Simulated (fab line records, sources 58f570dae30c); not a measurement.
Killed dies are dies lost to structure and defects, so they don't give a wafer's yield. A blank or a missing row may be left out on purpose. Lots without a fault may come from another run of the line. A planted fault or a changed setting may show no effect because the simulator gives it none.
fab line records | flow berkeley_cmos170
record lots=6 wafers=18 last_day=11
route steps=331 shown CONTACT@226 M1@238
lots that met no fault: from a run of the same line without faults
start_h: hours from the record's first day to the start of the lot's first wafer shown | wait_h: hours since the lot's step before | " the same as in the row above | L1.1+2: a row that stands for several wafers | - no value, or no start given | * or withheld: withheld | < > ~ a bound
route shown NAME@n: a module of which the file shows steps, and the number in the route of the first | usual: mean/standard deviation of fault-free wafers | same: alike in all rows | chamber/n: place in a boat | sites: the reading at each site | _std_site: their standard deviation | _edge_site: outer sites' mean less inner sites' | radius_mm: how far each site lies from the wafer's centre | mask NAME#n: copy n | behind: the tool/chamber that last shaped the wafer | hold: why the lot was held/for how many hours/how that ended | device: the transistor (n, p or np) that didn't switch | end of line: the same wafers' tests at the end of the route | a step without rows: its recipe alone | killed: dies lost to structure and defects at the first sort, not the wafer's yield | map: a wafer's dies, x killed, . not, _ none there
set.NAME: the setting as run; set.NAME@STEP: as run at that earlier step | model.NAME: the simulator's own value behind a step, which no gauge read
lots at some steps of the route; a table a step, a row a wafer
services: from which hour (start_h, from the record's first day; less than 0 if before it) a tool's chamber was out of use, for how many hours, and why
## steps
# step UCB170_CONTACT_COAT_10
# recipe resist=KrF spin_rpm=1500 resist_thk_nm=900
# step UCB170_CONTACT_SOFTBAKE_11
# recipe resist=KrF temp_c=130 time_s=60
# step UCB170_CONTACT_EXPOSE_12
# recipe mask_id=CONT target_cd_nm=700 na=0.5 sigma_outer=0.6 source_shape=conventional dose_mj=35
# step UCB170_CONTACT_PEB_13
# recipe peb_temp_c=130 peb_time_s=withheld resist=KrF
# step UCB170_CONTACT_DEVELOP_14
# recipe developer=TMAH develop_time_s=45 resist=KrF dev_temp_c=21
# step UCB170_CONTACT_CD_MEAS_15
# recipe target_cd_nm=700
# usual cd_nm=700.0/1.1
# columns lot.wafer tool chamber start_h wait_h cd_nm
L890.1 cd_sem-01 - 172.58 - 700.2
L890.2 " - " " 700.2
L890.4 " - " " 699.8
L898.2 cd_sem-01 - 210.07 - 700.6
L898.3 " - " " 699.5
L898.6 " - " " 701.4
L900.3 cd_sem-02 - 231.09 - 699.5
L900.4 " - " " 699.6
L900.6 " - " " 699.5
L903.1 cd_sem-01 - 236.72 - 700.7
L903.2 " - " " 699.7
L903.6 " - " " 700.4
L906.1 cd_sem-01 - 247.88 - 701.2
L906.3 " - " " 699.9
L906.4 " - " " 701.8
L907.1 cd_sem-01 - 251.12 - 699.9
L907.3 " - " " 701.2
L907.4 " - " " 699.5
# step UCB170_CONTACT_OVL_MEAS_16
# usual CONTACT_OVL=-2/5.6
# columns lot.wafer tool chamber start_h wait_h CONTACT_OVL[nm]
L890.1 overlay-01 - 172.70 0.1 -8
L890.2 " - " " -3
L890.4 " - " " -11
L898.2 overlay-01 - 210.18 0.1 -4
L898.3 " - " " -1
L898.6 " - " " -4
L900.3 overlay-01 - 231.18 0.1 -4
L900.4 " - " " 0
L900.6 " - " " 1
L903.1 overlay-02 - 236.84 0.1 -1
L903.2 " - " " 0
L903.6 " - " " 4
L906.1 overlay-02 - 248.00 0.1 -10
L906.3 " - " " -9
L906.4 " - " " 2
L907.1 overlay-02 - 251.24 0.1 2
L907.3 " - " " 4
L907.4 " - " " 2
# step UCB170_CONTACT_ETCH_17
# recipe chemistry=N2/H2 target_depth_a=withheld overetch_a=withheld target=BARC time_s=withheld source_w=500 bias_w=100 pressure_mtorr=30 n2_flow_sccm=100 h2_flow_sccm=200
# usual chamber_pressure_mTorr=30.004/0.028 drypump_motor_current_A=5.6/0.45 oes_product_au=1.007/0.02 throttle_valve_pct=13.22/0.2
# columns lot.wafer tool chamber start_h wait_h chamber_pressure_mTorr drypump_motor_current_A oes_product_au throttle_valve_pct
L890.1 rie_diel-01 2 172.74 0.0 29.974 5.7 1.013 13.47
L890.2 " 0 " " 30.002 6.4 1.005 13.64
L890.4 " 1 " " 29.987 5.7 1.027 13.21
L898.2 rie_diel-02 3 210.21 0.0 29.931 5.5 1.016 13.35
L898.3 " 0 " " 29.989 5.3 1.005 13.18
L898.6 " 0 " " 29.954 5.2 1.003 13.19
L900.3 rie_diel-04 1 231.21 0.0 29.997 5.3 0.982 13.41
L900.4 " 2 " " 29.979 5.2 0.973 13.08
L900.6 " 1 " " 29.964 5.3 0.977 13.43
L903.1 rie_diel-04 1 236.88 0.0 30.018 5.3 0.968 13.39
L903.2 " 0 " " 30.013 5.1 1.001 12.98
L903.6 " 0 " " 30.041 5.2 0.999 12.99
L906.1 rie_diel-01 3 248.03 0.0 30.028 5.0 1.018 13.33
L906.3 " 1 " " 30.018 5.8 1.036 13.20
L906.4 " 2 " " 30.026 5.7 1.003 13.47
L907.1 rie_diel-02 1 251.28 0.0 29.995 5.5 1.019 13.15
L907.3 " 2 " " 29.998 5.8 1.054 12.91
L907.4 " 0 " " 30.053 5.2 0.994 13.19
# step UCB170_CONTACT_ETCH_18
# recipe chemistry=CHF3/CF4/Ar target=PSG stop_on=TiSi2 CHF3_flow_sccm=45 cf4_flow_sccm=15 Ar_flow_sccm=150 pressure_mtorr=200 rf_w=700 target_depth_a=8400 over_etch_frac=0.2 time_s=195
# usual chamber_pressure_mTorr=199.99/0.17 drypump_motor_current_A=5.6/0.45 oes_product_au=0.894/0.013 throttle_valve_pct=6.86/0.13
# columns lot.wafer tool chamber start_h wait_h chamber_pressure_mTorr drypump_motor_current_A oes_product_au rf_hours_counter_h throttle_valve_pct
L890.1 rie_diel-01 2 - - 199.90 5.7 0.893 17 7.06
L890.2 " 0 " " 199.88 6.4 0.921 124 7.14
L890.4 " 1 " " 200.06 5.8 0.903 99 6.88
L898.2 rie_diel-02 3 - - 199.99 5.5 0.895 18 6.84
L898.3 " 0 " " 200.16 5.3 0.886 106 6.87
L898.6 " 0 " " 200.05 5.2 0.887 - 6.86
L900.3 rie_diel-04 1 - - 200.08 5.3 0.880 12 6.93
L900.4 " 2 " " 200.13 5.2 0.881 30 6.89
L900.6 " 1 " " 199.69 5.3 0.876 - 6.93
L903.1 rie_diel-04 1 - - 199.64 5.3 0.885 12 6.93
L903.2 " 0 " " 200.03 5.2 0.913 44 6.64
L903.6 " 0 " " 200.07 5.1 0.912 - 6.65
L906.1 rie_diel-01 3 - - 200.31 5.0 0.911 38 6.85
L906.3 " 1 " " 199.61 5.8 0.905 102 6.87
L906.4 " 2 " " 200.09 5.7 0.897 21 7.05
L907.1 rie_diel-02 1 - - 200.08 5.5 0.882 21 6.83
L907.3 " 2 " " 200.10 5.8 0.901 130 6.66
L907.4 " 0 " " 200.04 5.3 0.877 109 6.85
# step UCB170_CONTACT_STRIP_19
# recipe chemistry=O2 power_w=400 pressure_mtorr=3500 platen_temp_c=withheld o2_flow_sccm=400 overash_fraction=0.5
# usual chamber_pressure_mTorr=3500/3.2 drypump_motor_current_A=6.1/0.64 oes_product_au=0.726/0.0044
# columns lot.wafer tool chamber start_h wait_h chamber_pressure_mTorr drypump_motor_current_A oes_product_au rf_hours_counter_h
L890.1 plasma_asher-02 0 172.91 - 3499 5.6 0.729 3
L890.2 " 1 " " 3503 6.5 0.726 3
L890.4 " 1 " " 3500 6.5 0.736 -
L898.2 plasma_asher-02 0 210.38 - 3501 5.6 0.725 7
L898.3 " 0 " " 3499 5.6 0.727 -
L898.6 " 1 " " 3502 6.5 0.735 -
L900.3 plasma_asher-02 0 231.41 - 3499 5.6 0.723 -
L900.4 " 1 " " 3500 6.5 0.723 -
L900.6 " 1 " " 3500 6.5 0.723 -
L903.1 plasma_asher-01 1 237.04 - 3502 4.7 0.720 48
L903.2 " 0 " " 3498 5.9 0.730 48
L903.6 " 1 " " 3500 4.7 0.729 -
L906.1 plasma_asher-01 0 248.20 - 3496 5.9 0.736 49
L906.3 " 1 " " 3499 4.7 0.722 -
L906.4 " 0 " " 3503 5.9 0.726 -
L907.1 plasma_asher-01 1 251.44 - 3500 4.7 0.715 50
L907.3 " 1 " " 3502 4.6 0.721 -
L907.4 " 0 " " 3506 5.9 0.722 -
# step UCB170_CONTACT_CD_MEAS_90
# recipe target_cd_nm=700
# usual cd_nm=700.3/1.5
# columns lot.wafer tool chamber start_h wait_h cd_nm
L890.1 cd_sem-01 - 173.01 0.1 700.4
L890.2 " - " " 698.9
L890.4 " - " " 699.7
L898.2 cd_sem-02 - 210.50 0.1 700.9
L898.3 " - " " 699.8
L898.6 " - " " 701.4
L900.3 cd_sem-02 - 231.51 0.1 699.6
L900.4 " - " " 697.7
L900.6 " - " " 699.5
L903.1 cd_sem-01 - 237.14 0.1 702.0
L903.2 " - " " 700.6
L903.6 " - " " 701.4
L906.1 cd_sem-01 - 248.30 0.1 701.6
L906.3 " - " " 700.7
L906.4 " - " " 702.9
L907.1 cd_sem-01 - 251.54 0.1 698.7
L907.3 " - " " 701.3
L907.4 " - " " 698.8
# step UCB170_CONTACT_CLEAN_20
# recipe chemistry=SPM temp_c=120 time_s=600
# step UCB170_M1_SPUTTER_00
# recipe material=Al target_thk_nm=600 time_s=80 power_w=6000 chamber_pressure_pa=0.5
# usual throttle_valve_pct=30.0/0.38
# columns lot.wafer tool chamber start_h wait_h throttle_valve_pct model.Al_of_M1_SPUTTER_00.thk_nm
L890.1 pvd_sputter-03 - 173.43 0.0 30.1 605.7
L890.2 " - " " 30.3 607.5
L890.4 " - " " 30.3 600.6
L898.2 pvd_sputter-04 - 210.77 0.0 29.5 600.5
L898.3 " - " " 30.0 595.8
L898.6 " - " " 29.6 603.5
L900.3 pvd_sputter-03 - 231.77 0.0 30.0 602.8
L900.4 " - " " 29.5 596.2
L900.6 " - " " 30.2 600.8
L903.1 pvd_sputter-04 - 237.47 0.0 29.4 591.7
L903.2 " - " " 30.0 965.3
L903.6 " - " " 29.5 592.9
L906.1 pvd_sputter-03 - 248.59 0.0 29.3 605.6
L906.3 " - " " 30.3 608.3
L906.4 " - " " 30.2 610.9
L907.1 pvd_sputter-04 - 251.84 0.0 30.2 972.9
L907.3 " - " " 29.7 606.1
L907.4 " - " " 30.0 605
# step UCB170_M1_RS_MEAS_01
# recipe thk_meas_gauge=four-point-probe reads=Al_of_M1_SPUTTER_00
# usual M1_AL_RS=0.0486/0.00042
# columns lot.wafer tool chamber start_h wait_h M1_AL_RS[ohm/sq]
L890.1 film_metro-03 - 173.49 0.0 0.0482
L890.2 " - " " 0.0480
L890.4 " - " " 0.0486
L898.2 film_metro-02 - 210.85 0.1 0.0486
L898.3 " - " " 0.0490
L898.6 " - " " 0.0483
L900.3 film_metro-01 - 231.87 0.1 0.0483
L900.4 " - " " 0.0488
L900.6 " - " " 0.0484
L903.1 film_metro-02 - 237.53 0.0 0.0492
L903.2 " - " " 0.0300
L903.6 " - " " 0.0492
L906.1 film_metro-02 - 248.66 0.0 0.0481
L906.3 " - " " 0.0479
L906.4 " - " " 0.0478
L907.1 film_metro-03 - 251.90 0.0 0.0297
L907.3 " - " " 0.0481
L907.4 " - " " 0.0481
# step UCB170_M1_THK_MEAS_02
# recipe thk_meas_gauge=xrf reads=Al_of_M1_SPUTTER_00
# usual M1_AL_THK=603/6.1
# columns lot.wafer tool chamber start_h wait_h M1_AL_THK[nm]
L890.1 film_metro-03 - 173.61 0.1 603
L890.2 " - " " 606
L890.4 " - " " 594
L898.2 film_metro-02 - 210.96 0.1 608
L898.3 " - " " 602
L898.6 " - " " 610
L900.3 film_metro-01 - 231.97 0.1 607
L900.4 " - " " 599
L900.6 " - " " 603
L903.1 film_metro-02 - 237.65 0.1 591
L903.2 " - " " 970
L903.6 " - " " 599
L906.1 film_metro-02 - 248.78 0.1 613
L906.3 " - " " 616
L906.4 " - " " 618
L907.1 film_metro-03 - 252.02 0.1 974
L907.3 " - " " 609
L907.4 " - " " 606
# step UCB170_M1_COAT_03
# recipe resist=BARC temp_c=withheld time_s=withheld spin_rpm=3000 resist_thk_nm=withheld
# step UCB170_M1_COAT_04
# recipe resist=KrF spin_rpm=1500 resist_thk_nm=900
# step UCB170_M1_SOFTBAKE_05
# recipe resist=KrF temp_c=130 time_s=60
# step UCB170_M1_EXPOSE_06
# recipe mask_id=METAL1 target_cd_nm=700 na=0.5 sigma_outer=0.6 source_shape=conventional dose_mj=21
# step UCB170_M1_PEB_07
# recipe peb_temp_c=130 peb_time_s=withheld resist=KrF
# step UCB170_M1_DEVELOP_08
# recipe developer=TMAH develop_time_s=45 resist=KrF dev_temp_c=21
# step UCB170_M1_CD_MEAS_09
# recipe target_cd_nm=700
# usual cd_nm=699.6/1.3
# columns lot.wafer tool chamber start_h wait_h cd_nm
L890.1 cd_sem-02 - 174.95 - 700.4
L890.2 " - " " 700.9
L890.4 " - " " 701.2
L898.2 cd_sem-01 - 212.12 - 698.0
L898.3 " - " " 700.5
L898.6 " - " " 700.0
L900.3 cd_sem-02 - 233.03 - 700.4
L900.4 " - " " 700.1
L900.6 " - " " 698.4
L903.1 cd_sem-01 - 239.26 - 700.3
L903.2 " - " " 700.9
L903.6 " - " " 701.7
L906.1 cd_sem-01 - 250.88 - 697.8
L906.3 " - " " 697.1
L906.4 " - " " 698.9
L907.1 cd_sem-01 - 253.27 - 699.4
L907.3 " - " " 698.7
L907.4 " - " " 697.8
# step UCB170_M1_OVL_MEAS_10
# usual M1_OVL=-2/4.8
# columns lot.wafer tool chamber start_h wait_h M1_OVL[nm]
L890.1 overlay-01 - 175.07 0.1 0
L890.2 " - " " -1
L890.4 " - " " -8
L898.2 overlay-01 - 212.23 0.1 -6
L898.3 " - " " -4
L898.6 " - " " -2
L900.3 overlay-01 - 233.12 0.1 4
L900.4 " - " " -9
L900.6 " - " " -4
L903.1 overlay-02 - 239.38 0.1 4
L903.2 " - " " 2
L903.6 " - " " 0
L906.1 overlay-02 - 251.00 0.1 0
L906.3 " - " " -5
L906.4 " - " " 0
L907.1 overlay-02 - 253.39 0.1 -4
L907.3 " - " " 2
L907.4 " - " " -11
# step UCB170_M1_ETCH_11
# recipe chemistry=N2/H2 target_depth_a=withheld overetch_a=withheld target=BARC time_s=withheld source_w=500 bias_w=100 pressure_mtorr=30 n2_flow_sccm=100 h2_flow_sccm=200
# usual chamber_pressure_mTorr=29.998/0.028 drypump_motor_current_A=5.7/0.35 oes_product_au=1.006/0.022 throttle_valve_pct=13.32/0.24
# columns lot.wafer tool chamber start_h wait_h chamber_pressure_mTorr drypump_motor_current_A oes_product_au throttle_valve_pct
L890.1 rie_diel-01 1 175.10 0.0 29.976 5.7 1.030 13.21
L890.2 " 0 " " 30.069 6.4 0.998 13.63
L890.4 " 2 " " 29.973 5.7 0.996 13.48
L898.2 rie_diel-03 3 212.26 0.0 30.017 5.7 1.029 13.46
L898.3 " 1 " " 29.992 5.4 0.990 13.49
L898.6 " 2 " " 30.046 6.1 1.004 13.62
L900.3 rie_diel-02 0 233.14 0.0 29.961 5.3 0.993 13.19
L900.4 " 1 " " 29.985 5.5 1.010 13.16
L900.6 " 2 " " 30.002 5.8 1.060 12.90
L903.1 rie_diel-02 0 239.42 0.0 30.010 5.2 0.998 13.19
L903.2 " 3 " " 29.963 5.5 1.016 13.35
L903.6 " 2 " " 30.002 5.8 1.069 12.91
L906.1 rie_diel-03 1 251.04 0.0 30.025 5.4 0.971 13.50
L906.3 " 0 " " 30.027 5.9 0.975 12.91
L906.4 " 2 " " 29.954 6.1 0.996 13.63
L907.1 rie_diel-01 0 253.42 0.0 29.960 6.3 1.014 13.63
L907.3 " 3 " " 29.990 5.0 1.018 13.29
L907.4 " 2 " " 29.998 5.7 1.012 13.46
# step UCB170_M1_METAL_ETCH_12
# recipe chemistry=Cl2/BCl3 target=Al stop_on=PSG pressure_mtorr=12 target_depth_a=7800 over_etch_frac=0.3 time_s=130 icp_w=600 bias_w=120 Cl2_flow_sccm=90 bcl3_flow_sccm=45
# usual chamber_pressure_mTorr=12.001/0.011 drypump_motor_current_A=5.7/0.38 oes_product_au=0.862/0.016 throttle_valve_pct=24.40/0.2
# columns lot.wafer tool chamber start_h wait_h chamber_pressure_mTorr drypump_motor_current_A oes_product_au rf_hours_counter_h throttle_valve_pct
L890.1 rie_metal-03 1 175.15 - 12.018 5.7 0.855 10 24.34
L890.2 " 0 " " 12.012 6.3 0.858 8 24.57
L890.4 " 1 " " 11.985 5.7 0.840 - 24.35
L898.2 rie_metal-04 0 212.30 - 12.006 5.3 0.857 1 24.60
L898.3 " 0 " " 11.980 5.3 0.853 - 24.60
L898.6 " 1 " " 11.986 5.6 0.872 - 24.55
L900.3 rie_metal-01 0 233.23 - 12.003 5.2 0.878 - 24.00
L900.4 " 1 " " 12.014 5.5 0.877 - 24.31
L900.6 " 1 " " 12.004 5.5 0.892 - 24.30
L903.1 rie_metal-01 1 239.46 - 12.015 5.5 0.879 9 24.31
L903.2 " 0 " " 12.001 5.2 1.016 4 23.94
L903.6 " 1 " " 12.006 5.5 0.874 - 24.30
L906.1 rie_metal-03 0 251.08 - 11.998 6.3 0.855 10 24.58
L906.3 " 0 " " 11.985 6.3 0.856 - 24.57
L906.4 " 1 " " 12.009 5.7 0.854 - 24.33
L907.1 rie_metal-01 1 253.47 - 12.007 5.5 1.031 9 24.22
L907.3 " 1 " " 11.998 5.5 0.881 - 24.31
L907.4 " 0 " " 12.012 5.2 0.889 - 24.00
# step UCB170_M1_STRIP_13
# recipe chemistry=O2 power_w=400 pressure_mtorr=3500 platen_temp_c=withheld o2_flow_sccm=400 overash_fraction=0.5
# usual chamber_pressure_mTorr=3500/3.4 drypump_motor_current_A=5.5/0.57 oes_product_au=0.720/0.0043
# columns lot.wafer tool chamber start_h wait_h chamber_pressure_mTorr drypump_motor_current_A oes_product_au rf_hours_counter_h
L890.1 plasma_asher-02 1 175.28 0.1 3498 6.4 0.721 4
L890.2 " 0 " " 3503 5.6 0.722 4
L890.4 " 0 " " 3495 5.6 0.717 -
L898.2 plasma_asher-02 0 212.43 0.1 3498 5.6 0.719 8
L898.3 " 0 " " 3493 5.5 0.717 -
L898.6 " 0 " " 3497 5.5 0.724 -
L900.3 plasma_asher-03 0 233.35 0.1 3498 5.1 0.719 -
L900.4 " 1 " " 3496 5.8 0.725 -
L900.6 " 1 " " 3501 5.8 0.722 -
L903.1 plasma_asher-01 1 239.60 0.1 3499 4.7 0.716 48
L903.2 " 0 " " 3500 5.9 0.726 48
L903.6 " 0 " " 3507 5.9 0.715 -
L906.1 plasma_asher-02 0 251.21 0.1 3501 5.5 0.716 12
L906.3 " 0 " " 3500 5.5 0.715 -
L906.4 " 1 " " 3499 6.4 0.723 -
L907.1 plasma_asher-02 0 253.60 0.1 3503 5.5 0.721 13
L907.3 " 0 " " 3500 5.6 0.728 -
L907.4 " 1 " " 3503 6.4 0.721 -
## services
# columns tool chamber start_h hours kind
plasma_asher-02 - 149.18 1.8 repair
rie_diel-03 2 152.99 6.8 repair
rie_metal-04 0 169.75 - clean
rie_metal-04 0 169.75 19.6 scheduled_down
rie_metal-04 0 169.75 19.6 vent_cycle
rie_diel-03 2 182.48 8.3 repair
plasma_asher-01 - 186.42 2.8 pm
rie_diel-04 - 191.08 0.2 repair
rie_diel-02 2 200.21 5.4 repair
pvd_sputter-04 - 200.83 1.8 repair
pvd_sputter-03 3 204.91 - consumable_replace:kit
pvd_sputter-03 3 204.91 18.0 scheduled_down
pvd_sputter-03 3 204.91 18.0 vent_cycle
rie_diel-04 0 208.05 2.2 repair
rie_diel-03 0 212.00 7.6 repair
pvd_sputter-04 - 212.69 6.3 repair
rie_diel-03 2 214.07 4.6 repair
rie_metal-03 - 223.71 0.4 repair
rie_metal-01 - 233.35 2.8 pm
## key
first_sign step=UCB170_M1_RS_MEAS_01 reading=M1_AL_RS direction=down sigmas=45 usual=0.0486 struck=0.0299
effect step=UCB170_M1_THK_MEAS_02 reading=M1_AL_THK direction=up sigmas=60 usual=603 struck=972
effect step=UCB170_M1_METAL_ETCH_12 reading=oes_product_au direction=up sigmas=10 usual=0.862 struck=1.024
model_effect step=UCB170_M1_SPUTTER_00 value=Al_of_M1_SPUTTER_00.thk_nm without=596.5 struck=969.1
met_at UCB170_M1_SPUTTER_00
struck_wafers L903.2,L907.1
later_rows_left_out L903.2,L907.1
sort_left_out L903.2,L907.1
onset_between 210.77 237.47
fault kind=process_parameter_drift tool=pvd_sputter-04 chamber=- onset_h=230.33 steps=UCB170_M1_SPUTTER_00 channel=target_thk_nm offset=372.62 shape=step end_h=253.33 acts_in=these_recipes_only stated=600 scope=struck_wafers_only
# sort_left_out: the simulated sort isn't trusted on such a fault, so these wafers' sort isn't shown, and their yield isn't known
# later_rows_left_out: the simulator's readings of these wafers behind a module that went badly wrong aren't trusted and aren't shown, but for the sort
